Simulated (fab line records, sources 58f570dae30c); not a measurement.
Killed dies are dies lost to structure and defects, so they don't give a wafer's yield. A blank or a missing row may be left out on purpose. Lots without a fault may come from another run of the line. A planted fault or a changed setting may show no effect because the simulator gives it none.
fab line records | flow berkeley_cmos170
record lots=5 wafers=15 last_day=12
route steps=331 shown NVT@108 PVT@115 GATE@125 FIELD@126 PLDD@145
lots that met no fault: from a run of the same line without faults
start_h: hours from the record's first day to the start of the lot's first wafer shown | wait_h: hours since the lot's step before | " the same as in the row above | L1.1+2: a row that stands for several wafers | - no value, or no start given | * or withheld: withheld | < > ~ a bound
route shown NAME@n: a module of which the file shows steps, and the number in the route of the first | usual: mean/standard deviation of fault-free wafers | same: alike in all rows | chamber/n: place in a boat | sites: the reading at each site | _std_site: their standard deviation | _edge_site: outer sites' mean less inner sites' | radius_mm: how far each site lies from the wafer's centre | mask NAME#n: copy n | behind: the tool/chamber that last shaped the wafer | hold: why the lot was held/for how many hours/how that ended | device: the transistor (n, p or np) that didn't switch | end of line: the same wafers' tests at the end of the route | a step without rows: its recipe alone | killed: dies lost to structure and defects at the first sort, not the wafer's yield | map: a wafer's dies, x killed, . not, _ none there
set.NAME: the setting as run; set.NAME@STEP: as run at that earlier step | model.NAME: the simulator's own value behind a step, which no gauge read
lots at some steps of the route; a table a step, a row a wafer
services: from which hour (start_h, from the record's first day; less than 0 if before it) a tool's chamber was out of use, for how many hours, and why
## steps
# step UCB170_NVT_PEB_04
# recipe peb_temp_c=130 peb_time_s=withheld resist=KrF
# usual chill_plate_temp_C=23.03/0.1
# columns lot.wafer tool chamber start_h wait_h chill_plate_temp_C
L074.1 litho_track-02 0 127.44 0.7 22.98
L074.4 " 0 " " 22.99
L074.6 " 0 " " 22.84
L088.2 litho_track-03 0 - - 22.89
L088.5 " 0 " " 23.01
L088.6 " 0 " " 23.14
L090.3 litho_track-02 0 214.08 0.9 22.83
L090.4 " 0 " " 22.97
L090.6 " 0 " " 23.06
L093.1 litho_track-02 0 226.36 0.4 23.16
L093.4 " 0 " " 23.15
L093.5 " 0 " " 23.25
L094.1 litho_track-03 0 226.44 0.4 23.03
L094.2 " 0 " " 23.16
L094.5 " 0 " " 23.19
# step UCB170_NVT_DEVELOP_05
# recipe developer=TMAH develop_time_s=45 resist=KrF dev_temp_c=21
# usual chill_plate_temp_C=22.99/0.1
# columns lot.wafer tool chamber start_h wait_h chill_plate_temp_C
L074.1 litho_track-02 0 - - 23.04
L074.4 " 0 " " 22.95
L074.6 " 0 " " 23.00
L088.2 litho_track-03 0 - - 22.99
L088.5 " 0 " " 23.11
L088.6 " 0 " " 23.02
L090.3 litho_track-02 0 - - 23.17
L090.4 " 0 " " 23.02
L090.6 " 0 " " 22.95
L093.1 litho_track-02 0 - - 22.98
L093.4 " 0 " " 23.01
L093.5 " 0 " " 23.00
L094.1 litho_track-03 0 - - 22.98
L094.2 " 0 " " 23.00
L094.5 " 0 " " 23.09
# step UCB170_NVT_OVL_MEAS_06
# usual NVT_OVL=0/5.3
# columns lot.wafer tool chamber start_h wait_h NVT_OVL[nm]
L074.1 overlay-01 - 127.72 - 3
L074.4 " - " " -2
L074.6 " - " " 1
L088.2 overlay-01 - 200.11 - 10
L088.5 " - " " 5
L088.6 " - " " 10
L090.3 overlay-01 - 214.32 - -6
L090.4 " - " " 2
L090.6 " - " " 2
L093.1 overlay-02 - 226.64 - -7
L093.4 " - " " -2
L093.5 " - " " -6
L094.1 overlay-02 - 226.71 - 3
L094.2 " - " " -5
L094.5 " - " " 1
# step UCB170_NVT_IMPLANT_07
# recipe species=BF2 dose_cm2=3e+12 energy_kev=50 tilt_deg=6.717
# columns lot.wafer tool chamber start_h wait_h
L074.1+4+6 implanter-03 0 127.75 0.0
L088.2+5+6 implanter-01 0 200.17 0.0
L090.3+4+6 implanter-02 0 214.39 0.1
L093.1+4+5 implanter-02 0 226.67 0.0
L094.1+2+5 implanter-01 0 226.75 0.0
# step UCB170_NVT_STRIP_08
# recipe chemistry=O2 power_w=400 pressure_mtorr=3500 platen_temp_c=withheld o2_flow_sccm=400 overash_fraction=0.5
# usual drypump_motor_current_A=6.0/0.47 oes_product_au=0.734/0.0048 strip_time_to_endpoint_s=21.62/0.059
# columns lot.wafer tool chamber start_h wait_h drypump_motor_current_A oes_product_au rf_hours_counter_h strip_time_to_endpoint_s
L074.1 plasma_asher-02 1 127.90 0.1 6.6 0.740 33 21.59
L074.4 " 0 " " 5.7 0.736 - 21.63
L074.6 " 0 " " 5.6 0.737 - 21.70
L088.2 plasma_asher-04 0 200.29 0.1 6.2 0.730 49 21.70
L088.5 " 1 " " 5.3 0.740 - 21.65
L088.6 " 0 " " 6.2 0.740 - 21.72
L090.3 plasma_asher-04 0 214.52 0.1 6.1 0.740 - 21.68
L090.4 " 1 " " 5.4 0.732 - 21.57
L090.6 " 1 " " 5.3 0.740 - 21.58
L093.1 plasma_asher-01 0 226.82 0.1 6.5 0.744 53 21.67
L093.4 " 0 " " 6.5 0.735 - 21.67
L093.5 " 1 " " 6.0 0.741 - 21.63
L094.1 plasma_asher-02 0 226.90 0.1 5.6 0.732 45 21.66
L094.2 " 1 " " 6.7 0.733 45 21.68
L094.5 " 1 " " 6.7 0.731 - 21.66
# step UCB170_NVT_TW_MEAS_09
# usual NVT_TW=521/3.7
# columns lot.wafer tool chamber start_h wait_h NVT_TW
L074.1 film_metro-01 - 128.00 0.1 515
L074.4 " - " " 519
L074.6 " - " " 516
L088.2 film_metro-01 - 200.40 0.1 519
L088.5 " - " " 520
L088.6 " - " " 522
L090.3 film_metro-04 - 214.61 0.1 524
L090.4 " - " " 526
L090.6 " - " " 526
L093.1 film_metro-01 - 226.92 0.1 516
L093.4 " - " " 517
L093.5 " - " " 515
L094.1 film_metro-04 - 227.00 0.1 524
L094.2 " - " " 521
L094.5 " - " " 527
# step UCB170_NVT_CLEAN_10
# recipe chemistry=SPM temp_c=120 time_s=600
# columns lot.wafer tool chamber start_h wait_h
L074.1+4+6 wet_bench-02 1 129.84 1.8
L088.2+5+6 wet_bench-01 0 200.45 0.0
L090.3+4+6 wet_bench-01 1 214.65 0.0
L093.1+4+5 wet_bench-01 0 226.98 0.1
L094.1+2+5 wet_bench-02 2 227.06 0.1
# step UCB170_PVT_HMDS_00
# recipe prime_time_s=60 prime_temp_c=100
# usual chill_plate_temp_C=23.00/0.11 prime_temp_c=100.02/0.13
# columns lot.wafer tool chamber start_h wait_h chill_plate_temp_C prime_temp_c
L074.1 litho_track-04 0 130.02 0.0 22.97 100.21
L074.4 " 0 " " 23.03 100.02
L074.6 " 0 " " 23.13 100.20
L088.2 litho_track-01 0 201.04 0.4 22.97 100.40
L088.5 " 0 " " 23.11 100.39
L088.6 " 0 " " 23.07 100.19
L090.3 litho_track-01 0 215.29 0.4 23.00 100.15
L090.4 " 0 " " 22.99 100.05
L090.6 " 0 " " 23.09 99.90
L093.1 litho_track-04 0 227.25 0.1 23.16 100.09
L093.4 " 0 " " 22.93 100.11
L093.5 " 0 " " 23.10 100.16
L094.1 litho_track-01 0 227.54 0.3 22.93 100.01
L094.2 " 0 " " 23.05 99.90
L094.5 " 0 " " 23.10 99.96
# step UCB170_PVT_COAT_01
# recipe resist=KrF spin_rpm=1500 resist_thk_nm=900
# usual chill_plate_temp_C=22.99/0.12
# columns lot.wafer tool chamber start_h wait_h chill_plate_temp_C
L074.1 litho_track-04 0 130.17 0.1 23.00
L074.4 " 0 " " 23.12
L074.6 " 0 " " 22.86
L088.2 litho_track-01 0 201.19 0.1 22.78
L088.5 " 0 " " 22.84
L088.6 " 0 " " 22.84
L090.3 litho_track-01 0 215.44 0.1 23.13
L090.4 " 0 " " 23.17
L090.6 " 0 " " 22.99
L093.1 litho_track-04 0 227.40 0.1 22.85
L093.4 " 0 " " 22.90
L093.5 " 0 " " 22.87
L094.1 litho_track-01 0 227.69 0.1 23.02
L094.2 " 0 " " 22.98
L094.5 " 0 " " 22.85
# step UCB170_PVT_SOFTBAKE_02
# recipe resist=KrF temp_c=130 time_s=60
# usual chill_plate_temp_C=23.00/0.12
# columns lot.wafer tool chamber start_h wait_h chill_plate_temp_C
L074.1 litho_track-04 0 130.32 0.1 23.05
L074.4 " 0 " " 22.91
L074.6 " 0 " " 23.11
L088.2 litho_track-01 0 201.34 0.1 23.03
L088.5 " 0 " " 23.01
L088.6 " 0 " " 23.02
L090.3 litho_track-01 0 215.59 0.1 23.02
L090.4 " 0 " " 23.14
L090.6 " 0 " " 23.03
L093.1 litho_track-04 0 227.55 0.1 22.90
L093.4 " 0 " " 23.02
L093.5 " 0 " " 23.06
L094.1 litho_track-01 0 227.84 0.1 23.07
L094.2 " 0 " " 23.02
L094.5 " 0 " " 23.04
# step UCB170_PVT_EXPOSE_03
# recipe mask_id=NWELL target_cd_nm=3000 na=0.5 sigma_outer=0.6 source_shape=conventional dose_mj=30
# columns lot.wafer tool chamber start_h wait_h mask
L074.1+4+6 krf_scanner-02 0 130.47 0.1 NWELL#0
L088.2+5+6 krf_scanner-02 0 201.61 0.2 NWELL#0
L090.3+4+6 krf_scanner-02 0 215.85 0.2 NWELL#0
L093.1+4+5 krf_scanner-02 0 227.82 0.2 NWELL#0
L094.1+2+5 krf_scanner-02 0 227.99 0.1 NWELL#0
# step UCB170_PVT_PEB_04
# recipe peb_temp_c=130 peb_time_s=withheld resist=KrF
# usual chill_plate_temp_C=22.99/0.11
# columns lot.wafer tool chamber start_h wait_h chill_plate_temp_C
L074.1 litho_track-04 0 130.58 0.1 22.84
L074.4 " 0 " " 22.98
L074.6 " 0 " " 22.92
L088.2 litho_track-01 0 201.94 0.3 23.25
L088.5 " 0 " " 23.17
L088.6 " 0 " " 23.26
L090.3 litho_track-03 0 216.65 0.8 23.01
L090.4 " 0 " " 22.91
L090.6 " 0 " " 22.89
L093.1 litho_track-04 0 228.60 0.8 22.94
L093.4 " 0 " " 22.93
L093.5 " 0 " " 23.00
L094.1 litho_track-04 0 228.87 0.9 23.07
L094.2 " 0 " " 22.93
L094.5 " 0 " " 22.98
# step UCB170_PVT_DEVELOP_05
# recipe developer=TMAH develop_time_s=45 resist=KrF dev_temp_c=21
# usual chill_plate_temp_C=23.00/0.097
# columns lot.wafer tool chamber start_h wait_h chill_plate_temp_C
L074.1 litho_track-04 0 - - 23.00
L074.4 " 0 " " 23.02
L074.6 " 0 " " 22.92
L088.2 litho_track-01 0 - - 23.02
L088.5 " 0 " " 22.89
L088.6 " 0 " " 22.97
L090.3 litho_track-03 0 - - 23.07
L090.4 " 0 " " 22.86
L090.6 " 0 " " 22.97
L093.1 litho_track-04 0 - - 23.01
L093.4 " 0 " " 23.07
L093.5 " 0 " " 22.91
L094.1 litho_track-04 0 - - 22.95
L094.2 " 0 " " 22.98
L094.5 " 0 " " 23.12
# step UCB170_PVT_OVL_MEAS_06
# usual PVT_OVL=0/5.3
# columns lot.wafer tool chamber start_h wait_h PVT_OVL[nm]
L074.1 overlay-01 - 130.86 - -1
L074.4 " - " " 0
L074.6 " - " " -1
L088.2 overlay-02 - 202.20 - -4
L088.5 " - " " -4
L088.6 " - " " 2
L090.3 overlay-01 - 216.89 - -2
L090.4 " - " " 2
L090.6 " - " " -10
L093.1 overlay-02 - 228.87 - -1
L093.4 " - " " 5
L093.5 " - " " -1
L094.1 overlay-01 - 229.15 - -2
L094.2 " - " " 1
L094.5 " - " " 1
# step UCB170_PVT_IMPLANT_07
# recipe species=P dose_cm2=2e+12 energy_kev=30 tilt_deg=7
# columns lot.wafer tool chamber start_h wait_h
L074.1+4+6 implanter-01 0 130.89 0.0
L088.2+5+6 implanter-04 0 202.26 0.0
L090.3+4+6 implanter-04 0 216.96 0.1
L093.1+4+5 implanter-01 0 228.91 0.0
L094.1+2+5 implanter-04 0 229.18 0.0
# step UCB170_PVT_STRIP_08
# recipe chemistry=O2 power_w=400 pressure_mtorr=3500 platen_temp_c=withheld o2_flow_sccm=400 overash_fraction=0.5
# usual drypump_motor_current_A=6.1/0.37 oes_product_au=0.734/0.0044 strip_time_to_endpoint_s=21.62/0.065
# columns lot.wafer tool chamber start_h wait_h drypump_motor_current_A oes_product_au rf_hours_counter_h strip_time_to_endpoint_s
L074.1 plasma_asher-03 0 131.04 0.1 6.0 0.731 1 21.66
L074.4 " 1 " " 5.7 0.739 - 21.60
L074.6 " 1 " " 5.7 0.730 - 21.64
L088.2 plasma_asher-03 1 202.38 0.1 5.8 0.741 9 21.64
L088.5 " 0 " " 6.0 0.727 - 21.62
L088.6 " 1 " " 5.8 0.736 - 21.55
L090.3 plasma_asher-01 1 217.09 0.1 6.0 0.732 - 21.61
L090.4 " 0 " " 6.5 0.737 - 21.64
L090.6 " 1 " " 6.0 0.733 - 21.60
L093.1 plasma_asher-01 0 229.06 0.1 6.5 0.731 53 21.68
L093.4 " 1 " " 6.1 0.730 - 21.69
L093.5 " 1 " " 6.1 0.740 - 21.59
L094.1 plasma_asher-02 1 229.33 0.1 6.7 0.740 46 21.74
L094.2 " 0 " " 5.6 0.722 46 21.70
L094.5 " 0 " " 5.6 0.733 - 21.69
# step UCB170_PVT_TW_MEAS_09
# usual PVT_TW=503/3.4
# columns lot.wafer tool chamber start_h wait_h PVT_TW
L074.1 film_metro-01 - 131.14 0.1 498
L074.4 " - " " 501
L074.6 " - " " 499
L088.2 film_metro-01 - 202.49 0.1 509
L088.5 " - " " 505
L088.6 " - " " 503
L090.3 film_metro-01 - 217.18 0.1 501
L090.4 " - " " 499
L090.6 " - " " 499
L093.1 film_metro-01 - 229.16 0.1 499
L093.4 " - " " 501
L093.5 " - " " 501
L094.1 film_metro-03 - 229.43 0.1 502
L094.2 " - " " 501
L094.5 " - " " 502
# step UCB170_GATE_WET_ETCH_00
# recipe chemistry=dHF dilution=25:1 target=SiO2 temp_c=25 time_s=200
# columns lot.wafer tool chamber start_h wait_h
L074.1+4+6 wet_bench-01 1 131.57 0.4
L088.2+5+6 wet_bench-01 2 202.54 0.0
L090.3+4+6 wet_bench-04 0 217.22 0.0
L093.1+4+5 wet_bench-04 2 229.22 0.1
L094.1+2+5 wet_bench-03 1 229.49 0.1
# step UCB170_FIELD_THK_MEAS_91
# recipe reads=SiO2_of_FIELD_OXIDATION_01
# usual FIELD_OXIDE_LEFT_2_THK=346/9.7
# columns lot.wafer tool chamber start_h wait_h FIELD_OXIDE_LEFT_2_THK[nm]
L074.1 film_metro-03 - 131.64 0.0 359
L074.4 " - " " 344
L074.6 " - " " 351
L088.2 film_metro-01 - 202.62 0.0 354
L088.5 " - " " 362
L088.6 " - " " 354
L090.3 film_metro-03 - 217.31 0.0 353
L090.4 " - " " 352
L090.6 " - " " 352
L093.1 film_metro-03 - 229.28 0.0 349
L093.4 " - " " 352
L093.5 " - " " 345
L094.1 film_metro-04 - 229.56 0.0 347
L094.2 " - " " 346
L094.5 " - " " 341
# step UCB170_GATE_OXIDATION_01
# recipe temp_c=850 ambient=O2 target_thk_a=66 ox_time_s=1800
# usual ox_temp_c=850.0/0.42
# same ox_time_s=1800
# columns lot.wafer tool chamber start_h wait_h ox_temp_c
L074.1 furnace-02 0 135.03 3.4 849.4
L074.4 " 0 " " 850.0
L074.6 " 0 " " 850.0
L088.2 furnace-02 0 207.18 4.5 849.9
L088.5 " 0 " " 849.7
L088.6 " 0 " " 849.6
L090.3 furnace-02 0 221.26 3.9 850.0
L090.4 " 0 " " 850.6
L090.6 " 0 " " 850.2
L093.1 furnace-01 0 233.30 4.0 850.5
L093.4 " 0 " " 850.2
L093.5 " 0 " " 850.4
L094.1 furnace-01 0 233.30 3.7 850.0
L094.2 " 0 " " 849.9
L094.5 " 0 " " 850.8
# step UCB170_GATE_THK_MEAS_02
# recipe reads=SiO2_of_GATE_OXIDATION_01
# usual GATE_OXIDE_THK=6.59/0.14
# columns lot.wafer tool chamber start_h wait_h GATE_OXIDE_THK[nm]
L074.1 film_metro-01 - 136.53 0.0 6.70
L074.4 " - " " 6.76
L074.6 " - " " 6.60
L088.2 film_metro-02 - 208.69 0.0 6.42
L088.5 " - " " 6.43
L088.6 " - " " 6.46
L090.3 film_metro-02 - 222.78 0.0 6.65
L090.4 " - " " 6.60
L090.6 " - " " 6.62
L093.1 film_metro-03 - 234.80 0.0 6.58
L093.4 " - " " 6.65
L093.5 " - " " 6.58
L094.1 film_metro-01 - 234.80 0.0 6.67
L094.2 " - " " 6.73
L094.5 " - " " 6.70
# step UCB170_GATE_ANNEAL_03
# recipe temp_c=900 time_s=1800 ambient=N2
# columns lot.wafer tool chamber start_h wait_h
L074.1+4+6 furnace-04 0 141.89 5.3
L088.2+5+6 furnace-01 0 212.39 3.7
L090.3+4+6 furnace-02 0 227.03 4.2
L093.1+4+5 furnace-01 0 239.32 4.5
L094.1+2+5 furnace-01 0 239.32 4.5
# step UCB170_GATE_CVD_04
# recipe material=poly-Si temp_c=610 precursor=SiH4 time_s=1440 pressure_mtorr=375 target_thk_nm=214 sih4_flow_sccm=120
# columns lot.wafer tool chamber start_h wait_h
L074.1+4+6 lpcvd-02 1 143.85 0.5
L088.2+5+6 lpcvd-02 0 213.89 0.0
L090.3+4+6 lpcvd-02 1 228.53 0.0
L093.1+4+5 lpcvd-02 1 241.54 0.7
L094.1+2+5 lpcvd-02 0 241.54 0.7
# step UCB170_GATE_THK_MEAS_05
# recipe reads=poly-Si_of_GATE_CVD_04
# usual GATE_POLY_THK=214.8/2.6
# columns lot.wafer tool chamber start_h wait_h GATE_POLY_THK[nm]
L074.1 film_metro-01 - 145.97 0.0 216.9
L074.4 " - " " 217.8
L074.6 " - " " 215.4
L088.2 film_metro-01 - 215.30 0.0 214.9
L088.5 " - " " 214.5
L088.6 " - " " 213.8
L090.3 film_metro-01 - 229.95 0.0 216.8
L090.4 " - " " 217.0
L090.6 " - " " 216.7
L093.1 film_metro-01 - 244.69 0.0 215.1
L093.4 " - " " 216.6
L093.5 " - " " 213.0
L094.1 film_metro-01 - 244.75 0.1 214.4
L094.2 " - " " 214.3
L094.5 " - " " 213.3
# step UCB170_GATE_COAT_06
# recipe resist=BARC temp_c=withheld time_s=withheld spin_rpm=3000 resist_thk_nm=withheld
# usual chill_plate_temp_C=*
# columns lot.wafer tool chamber start_h wait_h chill_plate_temp_C
L074.1 litho_track-02 0 146.15 0.2 *
L074.4 " 0 " " *
L074.6 " 0 " " *
L088.2 litho_track-02 0 216.23 0.9 *
L088.5 " 0 " " *
L088.6 " 0 " " *
L090.3 litho_track-02 0 230.04 0.1 *
L090.4 " 0 " " *
L090.6 " 0 " " *
L093.1 litho_track-01 0 244.76 0.1 *
L093.4 " 0 " " *
L093.5 " 0 " " *
L094.1 litho_track-04 0 244.83 0.1 *
L094.2 " 0 " " *
L094.5 " 0 " " *
# step UCB170_GATE_COAT_07
# recipe resist=KrF spin_rpm=1500 resist_thk_nm=900
# usual chill_plate_temp_C=23.00/0.11
# columns lot.wafer tool chamber start_h wait_h chill_plate_temp_C
L074.1 litho_track-02 0 - - 22.91
L074.4 " 0 " " 23.01
L074.6 " 0 " " 23.07
L088.2 litho_track-02 0 - - 22.82
L088.5 " 0 " " 23.11
L088.6 " 0 " " 22.92
L090.3 litho_track-02 0 - - 23.11
L090.4 " 0 " " 23.23
L090.6 " 0 " " 22.98
L093.1 litho_track-01 0 - - 23.08
L093.4 " 0 " " 22.97
L093.5 " 0 " " 22.97
L094.1 litho_track-04 0 - - 23.00
L094.2 " 0 " " 22.86
L094.5 " 0 " " 22.86
# step UCB170_GATE_SOFTBAKE_08
# recipe resist=KrF temp_c=130 time_s=60
# usual chill_plate_temp_C=23.01/0.095
# columns lot.wafer tool chamber start_h wait_h chill_plate_temp_C
L074.1 litho_track-02 0 - - 23.04
L074.4 " 0 " " 23.27
L074.6 " 0 " " 23.01
L088.2 litho_track-02 0 - - 22.94
L088.5 " 0 " " 22.90
L088.6 " 0 " " 23.00
L090.3 litho_track-02 0 - - 23.03
L090.4 " 0 " " 22.96
L090.6 " 0 " " 22.90
L093.1 litho_track-01 0 - - 22.93
L093.4 " 0 " " 22.80
L093.5 " 0 " " 23.00
L094.1 litho_track-04 0 - - 23.13
L094.2 " 0 " " 23.01
L094.5 " 0 " " 23.01
# step UCB170_GATE_EXPOSE_09
# recipe mask_id=POLY target_cd_nm=350 na=0.5 sigma_outer=0.6 source_shape=conventional dose_mj=21
# columns lot.wafer tool chamber start_h wait_h mask
L074.1+4+6 krf_scanner-01 0 146.72 - POLY#0
L088.2+5+6 krf_scanner-02 0 216.80 - POLY#0
L090.3+4+6 krf_scanner-02 0 230.48 - POLY#0
L093.1+4+5 krf_scanner-02 0 245.34 - POLY#0
L094.1+2+5 krf_scanner-01 0 245.58 - POLY#0
# step UCB170_GATE_PEB_10
# recipe peb_temp_c=130 peb_time_s=withheld resist=KrF
# usual chill_plate_temp_C=22.97/0.097
# columns lot.wafer tool chamber start_h wait_h chill_plate_temp_C
L074.1 litho_track-01 0 146.84 0.1 22.94
L074.4 " 0 " " 22.92
L074.6 " 0 " " 22.98
L088.2 litho_track-01 0 217.16 0.3 23.07
L088.5 " 0 " " 22.89
L088.6 " 0 " " 23.09
L090.3 litho_track-02 0 230.94 0.4 22.90
L090.4 " 0 " " 23.28
L090.6 " 0 " " 23.09
L093.1 litho_track-02 0 245.45 0.1 23.10
L093.4 " 0 " " 23.08
L093.5 " 0 " " 22.93
L094.1 litho_track-01 0 245.69 0.1 22.85
L094.2 " 0 " " 22.86
L094.5 " 0 " " 22.84
# step UCB170_GATE_DEVELOP_11
# recipe developer=TMAH develop_time_s=45 resist=KrF dev_temp_c=21
# usual chill_plate_temp_C=23.03/0.11
# columns lot.wafer tool chamber start_h wait_h chill_plate_temp_C
L074.1 litho_track-01 0 - - 23.06
L074.4 " 0 " " 23.05
L074.6 " 0 " " 23.08
L088.2 litho_track-01 0 - - 22.87
L088.5 " 0 " " 23.08
L088.6 " 0 " " 22.99
L090.3 litho_track-02 0 - - 22.93
L090.4 " 0 " " 22.82
L090.6 " 0 " " 22.94
L093.1 litho_track-02 0 - - 23.19
L093.4 " 0 " " 23.11
L093.5 " 0 " " 22.98
L094.1 litho_track-01 0 - - 23.02
L094.2 " 0 " " 22.95
L094.5 " 0 " " 22.90
# step UCB170_GATE_CD_MEAS_12
# recipe target_cd_nm=350
# usual cd_nm=349.9/1.4
# columns lot.wafer tool chamber start_h wait_h cd_nm
L074.1 cd_sem-01 - 147.11 - 350.7
L074.4 " - " " 350.6
L074.6 " - " " 350.6
L088.2 cd_sem-02 - 217.43 - 352.2
L088.5 " - " " 352.3
L088.6 " - " " 352.7
L090.3 cd_sem-02 - 231.20 - 347.6
L090.4 " - " " 349.3
L090.6 " - " " 348.8
L093.1 cd_sem-01 - 245.73 - 348.2
L093.4 " - " " 348.4
L093.5 " - " " 348.7
L094.1 cd_sem-02 - 245.97 - 350.2
L094.2 " - " " 348.9
L094.5 " - " " 351.5
# step UCB170_GATE_OVL_MEAS_13
# usual GATE_OVL=5/5.1
# columns lot.wafer tool chamber start_h wait_h GATE_OVL[nm]
L074.1 overlay-02 - 147.23 0.1 1
L074.4 " - " " -1
L074.6 " - " " -1
L088.2 overlay-01 - 217.54 0.1 12
L088.5 " - " " 8
L088.6 " - " " 12
L090.3 overlay-01 - 231.29 0.1 6
L090.4 " - " " 6
L090.6 " - " " 7
L093.1 overlay-01 - 245.85 0.1 -1
L093.4 " - " " 8
L093.5 " - " " 0
L094.1 overlay-02 - 246.09 0.1 7
L094.2 " - " " 8
L094.5 " - " " 4
# step UCB170_GATE_ETCH_14
# recipe chemistry=N2/H2 target_depth_a=withheld overetch_a=withheld target=BARC time_s=withheld source_w=500 bias_w=100 pressure_mtorr=30 n2_flow_sccm=100 h2_flow_sccm=200
# usual drypump_motor_current_A=5.7/0.38 oes_product_au=1.013/0.024 throttle_valve_pct=13.33/0.16
# columns lot.wafer tool chamber start_h wait_h drypump_motor_current_A oes_product_au throttle_valve_pct
L074.1 rie_diel-04 3 147.27 0.0 5.3 1.012 13.35
L074.4 " 3 " " 5.3 1.025 13.33
L074.6 " 1 " " 5.9 1.026 13.33
L088.2 rie_diel-03 2 217.57 0.0 5.5 1.054 13.31
L088.5 " 3 " " 5.8 1.002 13.02
L088.6 " 0 " " 5.6 0.981 13.32
L090.3 rie_diel-03 2 231.32 0.0 5.5 1.053 13.31
L090.4 " 0 " " 5.6 0.989 13.33
L090.6 " 2 " " 5.5 1.056 13.31
L093.1 rie_diel-04 1 245.88 0.0 5.9 1.020 13.33
L093.4 " 3 " " 5.3 1.018 13.34
L093.5 " 0 " " 5.9 1.011 13.26
L094.1 rie_diel-02 1 246.12 0.0 6.5 1.012 13.31
L094.2 " 2 " " 5.7 1.003 13.39
L094.5 " 3 " " 5.7 0.987 13.38
# step UCB170_GATE_ETCH_15
# recipe chemistry=HBr/Cl2 target=poly-Si stop_on=SiO2 over_etch_frac=0.3 icp_w=300 bias_w=150 time_s=56.3 pressure_mtorr=15 HBr_flow_sccm=150 Cl2_flow_sccm=50 target_depth_a=2782
# usual drypump_motor_current_A=5.7/0.4 oes_product_au=0.832/0.014 throttle_valve_pct=26.44/0.14
# same over_etch_frac=0.3
# columns lot.wafer tool chamber start_h wait_h drypump_motor_current_A oes_product_au rf_hours_counter_h throttle_valve_pct
L074.1 rie_si-02 2 147.31 - 6.0 0.858 0 26.70
L074.4 " 1 " " 5.5 0.826 1 26.46
L074.6 " 2 " " 5.9 0.849 - 26.70
L088.2 rie_si-02 3 217.61 - 5.2 0.836 2 26.51
L088.5 " 2 " " 5.9 0.847 - 26.68
L088.6 " 1 " " 5.5 0.821 - 26.47
L090.3 rie_si-02 1 231.36 - 5.5 0.824 1 26.46
L090.4 " 2 " " 5.9 0.861 1 26.66
L090.6 " 2 " " 5.9 0.860 - 26.68
L093.1 rie_si-02 0 245.93 - 6.3 0.840 0 26.37
L093.4 " 0 " " 6.3 0.840 - 26.39
L093.5 " 3 " " 5.2 0.826 - 26.48
L094.1 rie_si-01 0 246.17 - 5.2 0.821 57 26.56
L094.2 " 2 " " 5.4 0.834 25 26.31
L094.5 " 2 " " 5.4 0.829 - 26.30
# step UCB170_GATE_STRIP_16
# recipe chemistry=O2 power_w=400 pressure_mtorr=3500 platen_temp_c=withheld o2_flow_sccm=400 overash_fraction=0.5
# usual drypump_motor_current_A=5.9/0.33 oes_product_au=0.725/0.0038
# columns lot.wafer tool chamber start_h wait_h drypump_motor_current_A oes_product_au rf_hours_counter_h
L074.1 plasma_asher-03 0 147.36 0.0 5.9 0.729 3
L074.4 " 1 " " 5.8 0.721 -
L074.6 " 0 " " 6.0 0.722 -
L088.2 plasma_asher-03 0 217.66 0.0 6.0 0.728 11
L088.5 " 1 " " 5.7 0.720 -
L088.6 " 0 " " 5.9 0.733 -
L090.3 plasma_asher-04 0 231.44 0.1 6.1 0.726 -
L090.4 " 1 " " 5.4 0.730 -
L090.6 " 0 " " 6.2 0.732 -
L093.1 plasma_asher-03 0 245.97 0.0 6.0 0.726 14
L093.4 " 0 " " 6.0 0.724 -
L093.5 " 0 " " 5.9 0.725 -
L094.1 plasma_asher-04 0 246.21 0.0 6.1 0.716 54
L094.2 " 1 " " 5.4 0.728 54
L094.5 " 0 " " 6.1 0.719 -
# step UCB170_GATE_CD_MEAS_90
# recipe target_cd_nm=350
# usual cd_nm=349.9/1.5
# columns lot.wafer tool chamber start_h wait_h cd_nm
L074.1 cd_sem-01 - 147.51 0.1 351.1
L074.4 " - " " 351.1
L074.6 " - " " 351.4
L088.2 cd_sem-02 - 217.78 0.1 352.3
L088.5 " - " " 351.0
L088.6 " - " " 351.9
L090.3 cd_sem-02 - 231.55 0.1 347.1
L090.4 " - " " 349.4
L090.6 " - " " 348.5
L093.1 cd_sem-01 - 246.07 0.1 348.3
L093.4 " - " " 348.5
L093.5 " - " " 349.1
L094.1 cd_sem-01 - 246.31 0.1 350.0
L094.2 " - " " 348.3
L094.5 " - " " 350.9
# step UCB170_GATE_CLEAN_17
# recipe chemistry=SPM temp_c=120 time_s=600
# columns lot.wafer tool chamber start_h wait_h
L074.1+4+6 wet_bench-04 0 147.76 0.2
L088.2+5+6 wet_bench-04 0 217.91 0.1
L090.3+4+6 wet_bench-04 2 231.63 0.1
L093.1+4+5 wet_bench-04 0 246.26 0.2
L094.1+2+5 wet_bench-04 1 246.61 0.3
# step UCB170_PLDD_HMDS_00
# recipe prime_time_s=60 prime_temp_c=100
# usual chill_plate_temp_C=22.99/0.1 prime_temp_c=100.01/0.14
# columns lot.wafer tool chamber start_h wait_h chill_plate_temp_C prime_temp_c
L074.1 litho_track-02 0 148.13 0.2 22.88 100.30
L074.4 " 0 " " 23.03 99.98
L074.6 " 0 " " 23.04 99.97
L088.2 litho_track-04 0 218.11 0.0 23.10 100.26
L088.5 " 0 " " 23.05 100.00
L088.6 " 0 " " 23.08 100.04
L090.3 litho_track-03 0 231.87 0.1 23.02 99.92
L090.4 " 0 " " 23.04 100.14
L090.6 " 0 " " 23.06 100.10
L093.1 litho_track-03 0 246.61 0.2 23.00 99.81
L093.4 " 0 " " 23.01 99.93
L093.5 " 0 " " 22.93 100.10
L094.1 litho_track-04 0 246.95 0.2 23.06 100.07
L094.2 " 0 " " 23.04 100.18
L094.5 " 0 " " 23.01 100.13
## services
# columns tool chamber start_h hours kind
furnace-01 - 105.39 3.7 pm
plasma_asher-03 - 108.75 9.0 pm
implanter-01 - 119.59 3.9 pm
krf_scanner-02 - 124.68 1.3 pm
krf_scanner-02 - 125.98 1.0 pm
rie_diel-04 - 126.37 0.8 repair
rie_diel-04 1 129.71 5.1 repair
furnace-02 - 137.87 3.6 pm
plasma_asher-03 - 140.71 2.9 repair
implanter-01 - 148.41 3.1 repair
krf_scanner-02 - 151.22 0.6 repair
plasma_asher-03 - 156.29 0.7 repair
krf_scanner-01 - 157.59 0.6 repair
rie_diel-03 - 164.36 0.3 repair
implanter-01 - 165.88 7.0 pm
krf_scanner-01 - 167.51 1.3 pm
krf_scanner-02 - 170.22 0.8 pm
rie_diel-04 - 174.95 0.1 repair
implanter-04 - 191.84 2.4 pm
plasma_asher-02 - 192.53 0.7 repair
furnace-02 - 192.57 4.2 pm
rie_diel-04 1 195.27 3.9 repair
rie_si-02 3 207.47 8.0 repair
rie_si-02 2 234.69 13.3 repair
## key
fault none
